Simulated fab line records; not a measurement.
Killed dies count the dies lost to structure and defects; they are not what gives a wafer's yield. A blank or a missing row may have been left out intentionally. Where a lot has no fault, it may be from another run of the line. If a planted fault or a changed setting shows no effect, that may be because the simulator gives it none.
What tool caused it? | flow ritCmos | 15 lots with 45 wafers sampled at 4 steps, on a route of 202 steps

WHAT THE GAUGES READ, wafer by wafer
RIT_GATE_CD_MEAS_16 targets a cd of 150 nm.
lot  | measured    | on       | cdNm (nm)
L466 | day 2 12:47 | cdSem-02 | 148.9 148.5 150.1
L467 | day 2 18:29 | cdSem-02 | 156.0 153.8 152.3
L469 | day 3 04:17 | cdSem-01 | 151.8 154.7 154.3
L470 | day 3 08:12 | cdSem-02 | 151.2 148.8 150.8
L471 | day 3 13:13 | cdSem-02 | 149.2 151.1 147.8
L472 | day 3 18:45 | cdSem-01 | 150.7 149.9 151.2
L478 | day 5 02:07 | cdSem-02 | 149.8 149.1 149.2
L479 | day 5 05:23 | cdSem-02 | 156.0 154.5 153.4
L481 | day 5 14:56 | cdSem-02 | 151.1 153.1 152.2
L483 | day 6 02:57 | cdSem-01 | 149.6 147.9 152.8
L484 | day 6 06:37 | cdSem-01 | 150.0 151.0 147.3
L485 | day 6 11:27 | cdSem-01 | 151.6 150.1 150.0
L486 | day 6 16:17 | cdSem-02 | 145.9 147.9 147.9
L487 | day 6 21:41 | cdSem-02 | 148.9 147.0 149.7
L488 | day 7 02:40 | cdSem-01 | 145.5 145.1 143.6

RIT_PSD_OVL_MEAS_06.
lot  | measured    | on         | PSD_OVL (nm)
L466 | day 3 00:28 | overlay-01 | -0.2 0.3 -1.7
L467 | day 3 06:16 | overlay-02 | 1.1 0.0 0.1
L469 | day 3 16:00 | overlay-02 | -1.2 -0.2 -0.3
L478 | day 5 13:46 | overlay-02 | 2.7 2.8 0.7
L479 | day 5 17:05 | overlay-02 | -0.6 1.0 1.5
L481 | day 6 02:40 | overlay-01 | 0.8 -0.5 1.6
L483 | day 6 14:37 | overlay-01 | -0.1 0.2 0.0
L484 | day 6 18:48 | overlay-02 | 1.3 0.8 1.0
L485 | day 6 23:09 | overlay-02 | 2.1 0.4 0.6
L486 | day 7 04:52 | overlay-02 | -0.7 2.2 0.3
L487 | day 7 09:47 | overlay-02 | 0.6 0.8 0.4
L488 | day 7 16:43 | overlay-01 | -0.5 1.7 2.1

RIT_SDANNEAL_RS_MEAS_04: the measuring method here is four-point-probe.
lot  | measured    | on           | PSD_RS (ohm/sq)
L466 | day 3 01:28 | filmMetro-04 | 115.4 115.5 116.0
L467 | day 3 07:19 | filmMetro-04 | 115.1 115.4 115.5
L469 | day 3 17:00 | filmMetro-01 | 115.7 116.0 116.1
L478 | day 5 14:49 | filmMetro-03 | 115.8 115.8 115.7
L479 | day 5 18:08 | filmMetro-03 | 115.9 115.5 115.7
L481 | day 6 03:41 | filmMetro-04 | 115.9 115.9 116.1
L483 | day 6 15:37 | filmMetro-04 | 115.8 115.9 115.4
L484 | day 6 20:00 | filmMetro-03 | 115.7 116.0 116.3
L485 | day 7 00:10 | filmMetro-03 | 116.5 116.6 116.2
L486 | day 7 05:52 | filmMetro-04 | 115.9 115.7 115.6
L487 | day 7 10:47 | filmMetro-04 | 116.2 115.8 115.9
L488 | day 7 17:44 | filmMetro-03 | 115.9 116.0 115.6

WHICH TOOL RAN EACH LOT (tool, then ch and the chambers of the sampled wafers, then the start)
lot  | RIT_GATE_STRIP_20
L466 | plasmaAsher-04 ch 0,1, day 2 13:11
L467 | plasmaAsher-02 ch 0,1, day 2 18:54
L469 | plasmaAsher-03 ch 0,1, day 3 04:41
L470 | plasmaAsher-02 ch 0,1, day 3 08:37
L471 | plasmaAsher-02 ch 0,1, day 3 13:37
L472 | plasmaAsher-04 ch 0,1, day 3 19:09
L478 | plasmaAsher-04 ch 0,1, day 5 02:32
L479 | plasmaAsher-04 ch 0,1, day 5 05:47
L481 | plasmaAsher-02 ch 0,1, day 5 15:22
L483 | plasmaAsher-04 ch 0,1, day 6 03:22
L484 | plasmaAsher-04 ch 0,1, day 6 07:03
L485 | plasmaAsher-02 ch 0,1, day 6 11:52
L486 | plasmaAsher-04 ch 0,1, day 6 16:42
L487 | plasmaAsher-02 ch 0,1, day 6 22:06
L488 | plasmaAsher-02 ch 1, day 7 03:05
- RIT_GATE_STRIP_20: strips in O2, time 180 s.

AS READ BY THE TOOLS THEMSELVES (means over the sampled wafers that have a number; for cases with no such wafer, the mark the record gives instead)
RIT_GATE_STRIP_20.
lot  | tool           | chamberPressureMTorr (mTorr) | drypumpMotorCurrentA (A)
L466 | plasmaAsher-04 | 3998                         | 5.8
L467 | plasmaAsher-02 | 4000                         | 5.8
L469 | plasmaAsher-03 | 4002                         | 6.0
L470 | plasmaAsher-02 | -                            | -
L471 | plasmaAsher-02 | -                            | -
L472 | plasmaAsher-04 | -                            | -
L478 | plasmaAsher-04 | 4001                         | 5.8
L479 | plasmaAsher-04 | 4002                         | 5.8
L481 | plasmaAsher-02 | 4001                         | 5.5
L483 | plasmaAsher-04 | 4001                         | 5.8
L484 | plasmaAsher-04 | 4003                         | 5.8
L485 | plasmaAsher-02 | 4000                         | 5.8
L486 | plasmaAsher-04 | 4000                         | 5.8
L487 | plasmaAsher-02 | 4000                         | 5.5
L488 | plasmaAsher-02 | 4000                         | 5.2

THE ANSWER, worked out from the rows above alone
Rule: the lots themselves supply what counts as usual. The widest of any qualifying gaps counts: lots, ordered by their means at a reading, are off when they make up no more than a third of the lots, leave a main group of 4 or more, and stand apart from it by 3 or more times the standard deviation of that group's means. If all means in a main group match to the digits the tables above print for the reading, that group is not used. Also off: a lot with no number at a reading for which 4 or more lots have one. The other lots that the step has rows for count as sound. The gauges are gone through in route order, then the tools' own readings, and for those a lot's mean is taken as printed above. At the first step where some lot is off, the reading lying furthest off is the one used; lots without a number count as furthest.
Off: L470, L471, L472 (RIT_GATE_STRIP_20, chamberPressureMTorr). Without a number there: L470, L471, L472. For the main group the mean is 4001 mTorr and the standard deviation 1.2.
A tool fits if, at that step or a process step before it, it ran every lot that is off, and no sound lot after the first of them. Not one of the candidates tried fits.

WHAT WAS PUT IN BY THE SIMULATOR
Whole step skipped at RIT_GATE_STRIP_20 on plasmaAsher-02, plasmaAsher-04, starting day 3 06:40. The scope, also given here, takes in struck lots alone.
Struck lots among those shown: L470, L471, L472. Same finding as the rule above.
